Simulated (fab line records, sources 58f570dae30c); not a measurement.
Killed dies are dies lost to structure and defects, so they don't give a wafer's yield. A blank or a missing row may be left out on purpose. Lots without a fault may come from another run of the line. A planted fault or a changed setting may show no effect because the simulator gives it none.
Which tool did it? | flow berkeley_cmos170 | 14 lots, 42 wafers sampled, at 6 steps of a route of 331

WHAT THE GAUGES READ, wafer by wafer
UCB170_NWELL_THK_MEAS_05. Usual: NWELL_NITRIDE_THK 224.2 nm, standard deviation 2.1.
lot  | measured    | on            | NWELL_NITRIDE_THK (nm) | flag
L940 | day 2 14:49 | film_metro-03 | 226.6 228.1 228.1      |
L941 | day 2 14:49 | film_metro-02 | 224.2 222.5 222.3      |
L942 | day 2 22:19 | film_metro-02 | 219.6 223.2 220.5      |
L943 | day 2 22:19 | film_metro-03 | 225.5 224.1 224.5      |
L944 | day 3 09:31 | film_metro-03 | 227.5 226.7 225.7      |
L945 | day 3 17:41 | film_metro-04 | 223.8 223.1 224.0      |
L946 | day 3 17:41 | film_metro-02 | 226.4 224.2 224.7      |
L947 | day 3 21:47 | film_metro-04 | 222.4 220.9 220.3      |
L953 | day 5 05:01 | film_metro-04 | 166.6 166.8 165.8      | OFF
L954 | day 5 12:16 | film_metro-04 | 167.4 166.3 165.5      | OFF
L957 | day 6 06:19 | film_metro-03 | 227.0 226.0 225.6      |
L958 | day 6 06:20 | film_metro-04 | 224.9 223.5 226.8      |
L962 | day 7 06:46 | film_metro-03 | 224.1 223.9 223.3      |
L963 | day 7 06:46 | film_metro-02 | 224.7 225.8 226.9      |

UCB170_SACOX_THK_MEAS_02. Usual: SACOX_OXIDE_THK 14.95 nm, standard deviation 0.26.
lot  | measured     | on            | SACOX_OXIDE_THK (nm) | flag
L940 | day 6 01:53  | film_metro-04 | 14.91 14.50 14.76    |
L941 | day 6 01:53  | film_metro-01 | 14.77 14.71 14.71    |
L942 | day 6 14:19  | film_metro-01 | 15.45 15.52 15.29    |
L943 | day 6 14:19  | film_metro-04 | 15.40 15.24 14.96    |
L944 | day 6 14:19  | film_metro-02 | 14.98 14.94 14.79    |
L945 | day 7 08:34  | film_metro-02 | 14.59 14.89 14.81    |
L946 | day 7 08:31  | film_metro-01 | 15.02 15.00 15.19    |
L947 | day 7 08:30  | film_metro-02 | 15.10 15.21 15.38    |
L953 | day 8 21:21  | film_metro-04 | 14.98 15.17 15.15    |
L954 | day 8 21:22  | film_metro-01 | 15.10 15.14 15.12    |
L957 | day 9 12:35  | film_metro-04 | 14.97 15.30 15.12    |
L958 | day 9 12:36  | film_metro-02 | 14.61 14.69 14.83    |
L962 | day 10 16:49 | film_metro-02 | 15.45 15.50 15.52    |
L963 | day 10 07:51 | film_metro-04 | 14.95 14.41 14.72    |

WHICH TOOL RAN EACH LOT (tool, then ch and the chambers of the sampled wafers, then the start)
lot  | UCB170_NWELL_CVD_04        | UCB170_NWELL_ETCH_13              | UCB170_NWELL_STRIP_15               | UCB170_PWELL_ETCH_14
L940 | lpcvd-02 ch 1, day 2 12:53 | rie_diel-04 ch 2,3, day 2 15:55   | plasma_asher-02 ch 0,1, day 2 16:10 | rie_diel-04 ch 0,3, day 3 11:45
L941 | lpcvd-02 ch 1, day 2 12:53 | rie_diel-02 ch 0,2,3, day 2 16:02 | plasma_asher-03 ch 0,1, day 2 16:17 | rie_diel-01 ch 0,3, day 3 11:59
L942 | lpcvd-02 ch 1, day 2 20:23 | rie_diel-02 ch 0,3, day 3 00:10   | plasma_asher-03 ch 0,1, day 3 00:25 | rie_diel-03 ch 0,3, day 3 22:07
L943 | lpcvd-02 ch 1, day 2 20:23 | rie_diel-04 ch 0,1,2, day 2 23:32 | plasma_asher-02 ch 0,1, day 2 23:47 | rie_diel-01 ch 0,1,2, day 3 21:55
L944 | lpcvd-01 ch 0, day 3 07:35 | rie_diel-01 ch 0,1,3, day 3 10:35 | plasma_asher-02 ch 1, day 3 10:50   | rie_diel-04 ch 0,3, day 4 03:58
L945 | lpcvd-01 ch 0, day 3 15:45 | rie_diel-01 ch 0,2, day 3 20:16   | plasma_asher-03 ch 0,1, day 3 20:31 | rie_diel-04 ch 0,3, day 4 18:28
L946 | lpcvd-01 ch 0, day 3 15:45 | rie_diel-02 ch 0,2,3, day 3 20:30 | plasma_asher-04 ch 0,1, day 3 20:45 | rie_diel-01 ch 1,2,3, day 4 18:22
L947 | lpcvd-01 ch 0, day 3 19:51 | rie_diel-02 ch 0,1,3, day 3 22:52 | plasma_asher-04 ch 0,1, day 3 23:08 | rie_diel-04 ch 1,2,3, day 4 17:45
L953 | lpcvd-02 ch 1, day 5 03:05 | rie_diel-01 ch 0,3, day 5 06:05   | plasma_asher-02 ch 0,1, day 5 06:20 | rie_diel-03 ch 0,2, day 6 07:18
L954 | lpcvd-02 ch 0, day 5 10:19 | rie_diel-04 ch 0,1,3, day 5 13:58 | plasma_asher-03 ch 0,1, day 5 14:13 | rie_diel-01 ch 0,1,2, day 6 13:26
L957 | lpcvd-01 ch 1, day 6 04:23 | rie_diel-04 ch 1,2,3, day 6 07:35 | plasma_asher-03 ch 0,1, day 6 07:50 | rie_diel-04 ch 0,3, day 7 03:47
L958 | lpcvd-01 ch 1, day 6 04:23 | rie_diel-01 ch 0,1,3, day 6 07:50 | plasma_asher-04 ch 0,1, day 6 08:07 | rie_diel-01 ch 0,1, day 7 04:18
L962 | lpcvd-01 ch 0, day 7 04:50 | rie_diel-01 ch 1,2,3, day 7 07:56 | plasma_asher-04 ch 0, day 7 08:11   | rie_diel-04 ch 0,2, day 7 23:50
L963 | lpcvd-01 ch 0, day 7 04:50 | rie_diel-04 ch 0,2,3, day 7 07:51 | plasma_asher-03 ch 0,1, day 7 08:06 | rie_diel-03 ch 0,3, day 7 23:35
- UCB170_NWELL_CVD_04: deposits Si3N4 from SiH2Cl2/NH3, target thk 224 nm, time 3360 s.
- UCB170_NWELL_ETCH_13: etches Si3N4 in CH3F/Ar/O2, stops on SiO2, target depth 246.4 nm, time 154 s.
- UCB170_NWELL_STRIP_15: strips in O2.
- UCB170_PWELL_ETCH_14: etches Si3N4 in CH3F/Ar/O2, stops on SiO2, target depth 242 nm, time 151 s.

WHAT THE TOOLS THEMSELVES READ (means of the sampled wafers that have a number; where no wafer has one, the mark that the record gives instead)
UCB170_NWELL_CVD_04. Usual: nh3_flow_sccm 74.99 sccm, standard deviation 0.22; spike_tc_centre_C 802.0 C, standard deviation 1.1.
lot  | tool     | nh3_flow_sccm (sccm) | spike_tc_centre_C (C) | flag
L940 | lpcvd-02 | 75.21                | 802.3                 |
L941 | lpcvd-02 | 75.20                | 802.7                 |
L942 | lpcvd-02 | 75.08                | 802.8                 |
L943 | lpcvd-02 | 74.74                | 804.1                 |
L944 | lpcvd-01 | 75.17                | 802.1                 |
L945 | lpcvd-01 | 74.92                | 801.6                 |
L946 | lpcvd-01 | 74.91                | 802.1                 |
L947 | lpcvd-01 | 75.05                | 801.2                 |
L953 | lpcvd-02 | 74.85                | 803.2                 |
L954 | lpcvd-02 | 75.09                | 801.0                 |
L957 | lpcvd-01 | 74.89                | 802.3                 |
L958 | lpcvd-01 | 75.01                | 801.3                 |
L962 | lpcvd-01 | 74.71                | 802.2                 |
L963 | lpcvd-01 | 75.06                | 801.6                 |

UCB170_NWELL_ETCH_13. Usual: drypump_motor_current_A 5.5 A, standard deviation 0.44; oes_product_au 0.940 a.u., standard deviation 0.014; throttle_valve_pct 8.04 %, standard deviation 0.14.
lot  | tool        | drypump_motor_current_A (A) | oes_product_au (a.u.) | throttle_valve_pct (%) | flag
L940 | rie_diel-04 | 5.1                         | 0.947                 | 8.21                   |
L941 | rie_diel-02 | 5.9                         | 0.941                 | 7.99                   |
L942 | rie_diel-02 | 5.8                         | 0.918                 | 8.13                   |
L943 | rie_diel-04 | 5.6                         | 0.942                 | 8.05                   |
L944 | rie_diel-01 | 5.5                         | 0.952                 | 8.00                   |
L945 | rie_diel-01 | 5.4                         | 0.948                 | 8.08                   |
L946 | rie_diel-02 | 5.9                         | 0.953                 | 8.01                   |
L947 | rie_diel-02 | 5.6                         | 0.926                 | 8.05                   |
L953 | rie_diel-01 | 5.2                         | 0.799                 | 8.05                   | OFF
L954 | rie_diel-04 | 5.3                         | 0.792                 | 8.07                   | OFF
L957 | rie_diel-04 | 5.4                         | 0.945                 | 8.16                   |
L958 | rie_diel-01 | 5.5                         | 0.947                 | 8.01                   |
L962 | rie_diel-01 | 5.5                         | 0.939                 | 7.92                   |
L963 | rie_diel-04 | 5.4                         | 0.937                 | 8.11                   |

UCB170_NWELL_STRIP_15. Usual: drypump_motor_current_A 5.27 A, standard deviation 0.3; o2_flow_sccm 400.3 sccm, standard deviation 1.3; oes_product_au 0.721 a.u., standard deviation 0.0049; strip_time_to_endpoint_s 18.04 s, standard deviation 0.098.
lot  | tool            | drypump_motor_current_A (A) | o2_flow_sccm (sccm) | oes_product_au (a.u.) | strip_time_to_endpoint_s (s) | flag
L940 | plasma_asher-02 | 5.14                        | 398.9               | 0.723                 | 18.05                        |
L941 | plasma_asher-03 | 5.17                        | 401.0               | 0.722                 | 18.03                        |
L942 | plasma_asher-03 | 5.14                        | 399.5               | 0.716                 | 18.00                        |
L943 | plasma_asher-02 | 5.14                        | 400.5               | 0.722                 | 18.17                        |
L944 | plasma_asher-02 | 5.05                        | 400.3               | 0.718                 | 18.02                        |
L945 | plasma_asher-03 | 5.42                        | 400.8               | 0.726                 | 18.13                        |
L946 | plasma_asher-04 | 5.44                        | 400.7               | 0.724                 | 18.10                        |
L947 | plasma_asher-04 | 5.44                        | 400.7               | 0.722                 | 18.06                        |
L953 | plasma_asher-02 | 5.10                        | 400.7               | 0.717                 | 18.06                        |
L954 | plasma_asher-03 | 5.14                        | 399.8               | 0.721                 | 17.94                        |
L957 | plasma_asher-03 | 5.16                        | 401.7               | 0.720                 | 17.87                        |
L958 | plasma_asher-04 | 5.46                        | 400.5               | 0.719                 | 18.09                        |
L962 | plasma_asher-04 | 5.46                        | 400.1               | 0.726                 | 18.09                        |
L963 | plasma_asher-03 | 5.43                        | 400.1               | 0.722                 | 17.98                        |

UCB170_PWELL_ETCH_14. Usual: drypump_motor_current_A 5.6 A, standard deviation 0.55; oes_product_au 0.939 a.u., standard deviation 0.014; throttle_valve_pct 8.07 %, standard deviation 0.11.
lot  | tool        | drypump_motor_current_A (A) | oes_product_au (a.u.) | throttle_valve_pct (%) | flag
L940 | rie_diel-04 | 5.1                         | 0.926                 | 8.12                   |
L941 | rie_diel-01 | 5.2                         | 0.929                 | 8.07                   |
L942 | rie_diel-03 | 5.9                         | 0.942                 | 8.09                   |
L943 | rie_diel-01 | 5.6                         | 0.939                 | 8.00                   |
L944 | rie_diel-04 | 5.1                         | 0.929                 | 8.14                   |
L945 | rie_diel-04 | 5.3                         | 0.930                 | 8.03                   |
L946 | rie_diel-01 | 5.5                         | 0.945                 | 7.92                   |
L947 | rie_diel-04 | 5.4                         | 0.931                 | 8.15                   |
L953 | rie_diel-03 | 6.3                         | 0.948                 | 8.02                   |
L954 | rie_diel-01 | 5.6                         | 0.962                 | 8.00                   |
L957 | rie_diel-04 | 5.1                         | 0.936                 | 8.12                   |
L958 | rie_diel-01 | 5.7                         | 0.939                 | 8.09                   |
L962 | rie_diel-04 | 5.7                         | 0.938                 | 8.06                   |
L963 | rie_diel-03 | 5.9                         | 0.941                 | 8.08                   |

THE ANSWER, worked out from the rows above alone
Rule: a lot is off if the mean of its wafers that have a number lies more than 3 standard deviations from the usual mean. A lot without any number at a reading at which 4 lots or more have one is off too. The other lots that the step has rows for count as sound. The gauges are gone through in route order, then the tools' own readings, and for those a lot's mean is taken as printed above. The first step at which some lot is off is used, and at that step the reading that is off furthest; a lot without a number counts as furthest.
Off: L953, L954, at UCB170_NWELL_THK_MEAS_05 (NWELL_NITRIDE_THK).
A tool fits if, at a process step before that reading, it ran every lot that is off, and no sound lot after the first of them. The gauges at UCB170_NWELL_THK_MEAS_05 aren't tried: what is off there is off at UCB170_NWELL_ETCH_13 too, on other tools, and a gauge's error can't cause that. One fits: lpcvd-02 at UCB170_NWELL_CVD_04. Its last sound lot is L942 (day 2 20:23), its first lot that is off L953 (day 5 03:05): a fault that began between those two fits.

WHAT THE SIMULATOR HAD PUT IN
Process parameter drift: lpcvd-02, from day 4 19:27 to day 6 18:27, at UCB170_NWELL_CVD_04. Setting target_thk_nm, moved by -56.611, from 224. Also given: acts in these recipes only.
Lots struck among those shown: L953, L954. The rule above found the same.
